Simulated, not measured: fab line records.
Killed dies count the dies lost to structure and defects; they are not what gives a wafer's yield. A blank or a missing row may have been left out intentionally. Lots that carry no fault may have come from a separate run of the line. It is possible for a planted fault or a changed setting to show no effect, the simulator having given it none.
fab line records	flow rit_cmos
record lots=5	wafers=15	last_day=7
route steps=202 shown NWELL@38 PWELL@39
lots with no fault: from the same line, run without faults
start_h: hours from the record's opening day to when the first of the lot's shown wafers began	wait_h: hours elapsed since this lot's preceding step	" the same as in the row above	L1.1+2: one row covering several wafers at once	- no value, or no start given	* or withheld: withheld	< > ~ a bound
route shown NAME@n: names a module that has steps shown in the file, with the first one's number in the route	usual: mean/standard deviation of fault-free wafers	same: alike in all rows	chamber/n: place in a boat	sites: each site's reading	_std_site: the standard deviation of these	_edge_site: the outer-site mean with the inner-site mean subtracted	radius_mm: for every site, how far away it sits from the centre of the wafer	mask NAME#n: copy n	behind: tool/chamber where the wafer was last shaped	hold: cause of the lot's hold/its duration in hours/its outcome	device: transistor that didn't switch, given as n, p or np	end of line: the tests these same wafers got at the end of their route	step lacking rows: just its recipe	killed: dies lost to structure and defects at the first sort, not the wafer's yield	map: per-die view of a wafer (x killed, . not killed, _ where there is no die)
set.NAME: setting as actually run; set.NAME@STEP: the setting as run at that earlier step	model.NAME: the simulator's own value behind a step, which no gauge read
lots seen at some steps along the route; tables by step, rows by wafer
services: when a tool's chamber went out of use (start_h, in hours from the record's first day, below 0 if earlier), for how many hours, and the reason
## steps
# step RIT_NWELL_TW_MEAS_10
# usual NWELL_TW=2131/20
lot.wafer	tool	chamber	start_h	wait_h	NWELL_TW
L075.1	film_metro-01	-	29.04	0.1	2163
L075.3	"	-	"	"	2157
L075.5	"	-	"	"	2160
L092.4	film_metro-03	-	113.63	0.1	2114
L092.5	"	-	"	"	2127
L092.6	"	-	"	"	2120
L093.3	film_metro-02	-	118.57	0.1	2117
L093.4	"	-	"	"	2126
L093.6	"	-	"	"	2133
L094.3	film_metro-01	-	122.58	0.1	2153
L094.4	"	-	"	"	2146
L094.6	"	-	"	"	2149
L097.1	film_metro-02	-	138.94	0.1	2123
L097.3	"	-	"	"	2119
L097.4	"	-	"	"	2115
# step RIT_PWELL_HMDS_00
# recipe prime_time_s=60	prime_temp_c=140
# usual chill_plate_temp_C=23.01/0.11	resist_line_temp_C=22.99/0.099
# same prime_time_s=60
lot.wafer	tool	chamber	start_h	wait_h	chill_plate_temp_C	resist_line_temp_C
L075.1	litho_track-01	0	29.10	0.1	23.06	22.89
L075.3	"	0	"	"	22.93	23.04
L075.5	"	0	"	"	23.02	23.18
L092.4	litho_track-03	0	113.73	0.1	22.91	22.99
L092.5	"	0	"	"	22.79	23.04
L092.6	"	0	"	"	23.05	22.91
L093.3	litho_track-03	0	118.66	0.1	22.96	22.95
L093.4	"	0	"	"	22.96	23.00
L093.6	"	0	"	"	22.82	22.96
L094.3	litho_track-03	0	122.67	0.1	23.05	22.85
L094.4	"	0	"	"	23.20	22.96
L094.6	"	0	"	"	23.17	23.01
L097.1	litho_track-01	0	139.00	0.1	23.08	23.05
L097.3	"	0	"	"	23.11	22.98
L097.4	"	0	"	"	23.14	23.13
# step RIT_PWELL_COAT_01
# recipe resist=NOVOLAK	spin_rpm=2000	resist_thk_nm=1300
# usual chill_plate_temp_C=22.99/0.11	resist_line_temp_C=22.98/0.099
lot.wafer	tool	chamber	start_h	wait_h	chill_plate_temp_C	resist_line_temp_C
L075.1	litho_track-01	0	29.25	0.1	22.91	22.92
L075.3	"	0	"	"	22.85	22.89
L075.5	"	0	"	"	22.89	23.08
L092.4	litho_track-03	0	113.88	0.1	23.08	22.92
L092.5	"	0	"	"	23.12	23.01
L092.6	"	0	"	"	22.97	22.95
L093.3	litho_track-03	0	118.81	0.1	22.91	22.94
L093.4	"	0	"	"	23.06	22.96
L093.6	"	0	"	"	22.77	22.93
L094.3	litho_track-03	0	122.82	0.1	23.07	23.10
L094.4	"	0	"	"	22.98	23.05
L094.6	"	0	"	"	23.03	22.95
L097.1	litho_track-01	0	139.15	0.1	22.88	22.90
L097.3	"	0	"	"	22.66	23.02
L097.4	"	0	"	"	23.07	23.21
# step RIT_PWELL_SOFTBAKE_02
# recipe resist=NOVOLAK	temp_c=90	time_s=60
# usual chill_plate_temp_C=22.99/0.1	resist_line_temp_C=23.01/0.11
lot.wafer	tool	chamber	start_h	wait_h	chill_plate_temp_C	resist_line_temp_C
L075.1	litho_track-01	0	29.40	0.1	22.96	23.07
L075.3	"	0	"	"	22.96	22.89
L075.5	"	0	"	"	22.94	22.98
L092.4	litho_track-03	0	114.03	0.1	22.92	23.11
L092.5	"	0	"	"	22.92	23.13
L092.6	"	0	"	"	22.90	23.12
L093.3	litho_track-03	0	118.96	0.1	22.91	23.02
L093.4	"	0	"	"	22.91	22.94
L093.6	"	0	"	"	22.87	22.96
L094.3	litho_track-03	0	122.97	0.1	22.95	23.11
L094.4	"	0	"	"	22.89	23.13
L094.6	"	0	"	"	22.82	23.14
L097.1	litho_track-01	0	139.30	0.1	23.17	22.90
L097.3	"	0	"	"	23.05	23.09
L097.4	"	0	"	"	23.11	23.01
# step RIT_PWELL_EXPOSE_03
# recipe mask_id=M3	na=0.57	target_cd_nm=43700	dose_mj=250
lot.wafer	tool	chamber	start_h	wait_h	mask
L075.1+3+5	iline_stepper-01	0	29.55	0.1	M3#0
L092.4+5+6	iline_stepper-02	0	114.29	0.2	M3#0
L093.3+4+6	iline_stepper-02	0	119.10	0.1	M3#0
L094.3+4+6	iline_stepper-02	0	123.11	0.1	M3#0
L097.1+3+4	iline_stepper-02	0	139.58	0.2	M3#0
# step RIT_PWELL_PEB_04
# recipe resist=NOVOLAK	temp_c=withheld	time_s=withheld
# usual chill_plate_temp_C=*	resist_line_temp_C=*
lot.wafer	tool	chamber	start_h	wait_h	chill_plate_temp_C	resist_line_temp_C
L075.1	litho_track-01	0	29.67	0.1	*	*
L075.3	"	0	"	"	*	*
L075.5	"	0	"	"	*	*
L092.4	litho_track-01	0	114.42	0.1	*	*
L092.5	"	0	"	"	*	*
L092.6	"	0	"	"	*	*
L093.3	litho_track-03	0	119.23	0.1	*	*
L093.4	"	0	"	"	*	*
L093.6	"	0	"	"	*	*
L094.3	litho_track-03	0	123.23	0.1	*	*
L094.4	"	0	"	"	*	*
L094.6	"	0	"	"	*	*
L097.1	litho_track-02	0	139.69	0.1	*	*
L097.3	"	0	"	"	*	*
L097.4	"	0	"	"	*	*
# step RIT_PWELL_DEVELOP_05
# recipe resist=NOVOLAK	develop_time_s=68	dev_temp_c=23
# usual chill_plate_temp_C=23.01/0.085	resist_line_temp_C=23.00/0.11
lot.wafer	tool	chamber	start_h	wait_h	chill_plate_temp_C	resist_line_temp_C
L075.1	litho_track-01	0	-	-	22.98	23.02
L075.3	"	0	"	"	23.25	22.96
L075.5	"	0	"	"	23.02	22.84
L092.4	litho_track-01	0	-	-	22.90	23.10
L092.5	"	0	"	"	23.07	23.01
L092.6	"	0	"	"	22.89	23.07
L093.3	litho_track-03	0	-	-	23.06	23.21
L093.4	"	0	"	"	23.06	22.96
L093.6	"	0	"	"	23.09	23.08
L094.3	litho_track-03	0	-	-	23.05	23.03
L094.4	"	0	"	"	23.01	23.05
L094.6	"	0	"	"	22.93	23.14
L097.1	litho_track-02	0	-	-	23.01	23.11
L097.3	"	0	"	"	23.04	23.04
L097.4	"	0	"	"	22.90	23.05
# step RIT_PWELL_OVL_MEAS_06
# usual PWELL_OVL=0.2/1.4
lot.wafer	tool	chamber	start_h	wait_h	PWELL_OVL[nm]
L075.1	overlay-02	-	29.98	-	2.2
L075.3	"	-	"	"	-0.5
L075.5	"	-	"	"	1.5
L092.4	overlay-02	-	114.68	-	2.7
L092.5	"	-	"	"	-0.2
L092.6	"	-	"	"	0.4
L093.3	overlay-02	-	119.50	-	-0.6
L093.4	"	-	"	"	0.1
L093.6	"	-	"	"	-1.4
L094.3	overlay-01	-	123.51	-	1.2
L094.4	"	-	"	"	1.5
L094.6	"	-	"	"	0.7
L097.1	overlay-02	-	140.01	-	-0.7
L097.3	"	-	"	"	0.3
L097.4	"	-	"	"	1.9
# step RIT_PWELL_HARDBAKE_07
# recipe resist=NOVOLAK	temp_c=140	time_s=120
# usual chill_plate_temp_C=23.01/0.1	resist_line_temp_C=23.03/0.11
lot.wafer	tool	chamber	start_h	wait_h	chill_plate_temp_C	resist_line_temp_C
L075.1	litho_track-01	0	30.02	0.0	23.16	22.99
L075.3	"	0	"	"	23.02	22.85
L075.5	"	0	"	"	23.11	22.81
L092.4	litho_track-02	0	114.82	0.1	23.00	23.20
L092.5	"	0	"	"	23.12	23.15
L092.6	"	0	"	"	23.12	23.08
L093.3	litho_track-03	0	119.61	0.1	22.94	22.91
L093.4	"	0	"	"	23.07	22.97
L093.6	"	0	"	"	23.02	23.11
L094.3	litho_track-02	0	123.62	0.1	23.07	23.11
L094.4	"	0	"	"	23.02	22.90
L094.6	"	0	"	"	23.06	22.85
L097.1	litho_track-01	0	140.04	0.0	23.02	23.04
L097.3	"	0	"	"	23.06	23.09
L097.4	"	0	"	"	23.10	22.93
# step RIT_PWELL_IMPLANT_08
# recipe species=B	energy_kev=170	dose_cm2=7e+13	tilt_deg=7
# usual beam_energy_keV=170.01/0.052	tilt_deg=7.000/0.021
lot.wafer	tool	chamber	start_h	wait_h	beam_energy_keV	tilt_deg
L075.1	implanter-02	0	30.27	0.2	169.98	6.978
L075.3	"	0	"	"	169.99	7.019
L075.5	"	0	"	"	170.00	7.009
L092.4	implanter-04	0	115.02	0.2	169.96	6.974
L092.5	"	0	"	"	169.95	6.969
L092.6	"	0	"	"	169.99	6.992
L093.3	implanter-03	0	119.83	0.2	170.02	6.995
L093.4	"	0	"	"	170.01	7.016
L093.6	"	0	"	"	170.03	7.018
L094.3	implanter-04	0	123.83	0.2	169.99	7.015
L094.4	"	0	"	"	169.96	6.992
L094.6	"	0	"	"	169.99	7.019
L097.1	implanter-03	0	140.29	0.2	170.05	7.001
L097.3	"	0	"	"	170.12	7.002
L097.4	"	0	"	"	170.05	7.044
# step RIT_PWELL_STRIP_09
# recipe chemistry=O2	time_s=180	resist=NOVOLAK	platen_temp_c=withheld	power_w=500	pressure_mtorr=4000	o2_flow_sccm=4000
# usual chamber_pressure_mTorr=4000/3.8	drypump_motor_current_A=5.4/0.42
lot.wafer	tool	chamber	start_h	wait_h	chamber_pressure_mTorr	drypump_motor_current_A	rf_hours_counter_h
L075.1	plasma_asher-01	0	30.42	0.1	3992	4.8	25
L075.3	"	0	"	"	4000	4.8	-
L075.5	"	0	"	"	4004	4.8	-
L092.4	plasma_asher-04	0	115.15	0.1	4000	5.8	-
L092.5	"	1	"	"	3999	5.8	-
L092.6	"	0	"	"	4000	5.9	-
L093.3	plasma_asher-01	1	119.98	0.1	4000	5.9	-
L093.4	"	0	"	"	4002	4.8	-
L093.6	"	1	"	"	3999	5.8	-
L094.3	plasma_asher-01	1	123.99	0.1	3997	5.9	-
L094.4	"	0	"	"	4000	4.8	-
L094.6	"	1	"	"	4000	5.9	-
L097.1	plasma_asher-04	0	140.44	0.1	4003	5.9	49
L097.3	"	1	"	"	4004	5.9	-
L097.4	"	0	"	"	4001	5.9	-
## services
tool	chamber	start_h	hours	kind
implanter-02	-	5.45	3.8	pm
iline_stepper-01	0	8.40	-	calibration
implanter-02	-	10.14	0.7	repair
implanter-03	-	46.71	5.2	repair
plasma_asher-04	-	62.96	15.9	pm
implanter-02	-	66.62	12.5	repair
iline_stepper-02	-	70.56	2.1	repair
iline_stepper-01	-	84.15	8.8	repair
iline_stepper-01	-	84.47	8.8	repair
implanter-04	-	90.52	2.5	repair
implanter-04	-	102.93	3.4	repair
iline_stepper-01	-	117.68	2.5	repair
implanter-02	-	123.74	29.2	repair
iline_stepper-02	0	132.33	-	calibration
## key
fault none
